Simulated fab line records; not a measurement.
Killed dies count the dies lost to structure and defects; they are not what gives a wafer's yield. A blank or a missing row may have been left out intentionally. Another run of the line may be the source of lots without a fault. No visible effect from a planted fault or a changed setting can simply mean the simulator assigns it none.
Comparing a struck lot with a sound one | flow berkeley_cmos170 | 15 out of 331 route steps
Sound: these wafers, L469.1, L469.2, L469.3. Wafers struck: L467.1, L467.3, L467.5. The cause comes at the end.
Each step with rows lists, per side, the tool, then ch with its chambers, then its first start. Under that, the readings that differ: sound wafers | struck wafers | difference of the means | sigmas: that difference in standard deviations of wafers without a fault.
alike: readings with means less than 2 such deviations apart, plus words and numbers identical on both sides. not compared: withheld readings, readings lacking a value on some wafer, bounds such as >300 that could conceal the same value, and numbers that have no deviation in the record and whose values overlap.
Wherever a step has rows on one side only, a row that says differs or no value, or a row with sigmas, the two part there. Numbers that have no deviation but don't overlap get no sigmas and don't part them. A reading that every wafer of one side lacks parts them only if that side has two wafers or more.

first, 1 step without rows for these wafers: UCB170_M2_SOFTBAKE_06 (time 60 s).
UCB170_M2_STRIP_07: strips in O2.
  sound on plasma_asher-03 ch 0,1, day 9 12:56; struck on plasma_asher-03 ch 0, day 9 14:59
  alike: drypump_motor_current_A, oes_product_au, strip_time_to_endpoint_s
  not compared: rf_hours_counter_h
then, 7 steps without rows for these wafers: UCB170_M2_STRIP_08 (strips KrF in DMSO, time 600 s); UCB170_M2_COAT_09; UCB170_M2_COAT_10 (resist thk 900 nm); UCB170_M2_SOFTBAKE_11 (time 60 s); UCB170_M2_EXPOSE_12 (exposes mask METAL2, target cd 700 nm); UCB170_M2_PEB_13; UCB170_M2_DEVELOP_14 (develop time 45 s).
UCB170_M2_CD_MEAS_15: target cd 700 nm.
  sound: cd_sem-02 at day 9 14:29; struck: cd_sem-02 at day 9 16:39
  alike: cd_nm
UCB170_M2_OVL_MEAS_16:
  sound: overlay-01 at day 9 14:37; struck: overlay-01 at day 9 16:46
  reading     | sound      | struck | difference | sigmas
  M2_OVL (nm) | -11 -12 -9 | 9 -2 2 | +14        | +3
UCB170_M2_ETCH_17: etches BARC in N2/H2.
  sound on rie_diel-04 ch 0,1,2, day 9 14:38; struck on rie_diel-03 ch 0,1,2, day 9 16:48
  alike: bias_w, chamber_pressure_mTorr, drypump_motor_current_A, h2_flow_sccm, oes_product_au, throttle_valve_pct
UCB170_M2_METAL_ETCH_18: etches Al in Cl2/BCl3, stops on SiO2, target depth 1170 nm, time 195 s.
  sound on rie_metal-01 ch 0,1, day 9 14:41; struck on rie_metal-04 ch 0,1, day 9 16:50
  no value came back on the struck wafers for any of 7 readings (bcl3_flow_sccm (sccm), bias_w (W) and others); on the sound wafers bcl3_flow_sccm (sccm) reads 44.97 45.27 44.92
  reading                             | sound             | struck            | difference | sigmas
  model.KrF_of_M2_COAT_10.thk_nm (nm) | 210 242.5 205.8   | 884.5 885.3 884   | +665.2     |
  model.SiO2_of_V1_CVD_00.thk_nm (nm) | 938.4 941.3 938.9 | 995.2 996.1 995.2 | +56.0      |
  not compared: rf_hours_counter_h
UCB170_M2_STRIP_19: strips in O2.
  sound on plasma_asher-01 ch 0,1, day 9 14:52; struck on plasma_asher-04 ch 1, day 9 17:02
  reading               | sound             | struck            | difference | sigmas
  oes_product_au (a.u.) | 0.536 0.573 0.544 | 0.726 0.724 0.725 | +0.174     | +8
  alike: drypump_motor_current_A
  not compared: rf_hours_counter_h
UCB170_M2_CD_MEAS_90: target cd 700 nm.
  sound: cd_sem-02 at day 9 14:58; struck: cd_sem-01 at day 9 17:08
  reading    | sound       | struck | difference                    | sigmas
  cd_nm (nm) | 704 701 703 | - - -  | no value on the struck wafers |

## WHERE THEY PART
Earliest at UCB170_M2_OVL_MEAS_16; latest, in this record, at UCB170_M2_CD_MEAS_90.

WHY: what had been put in by the simulator
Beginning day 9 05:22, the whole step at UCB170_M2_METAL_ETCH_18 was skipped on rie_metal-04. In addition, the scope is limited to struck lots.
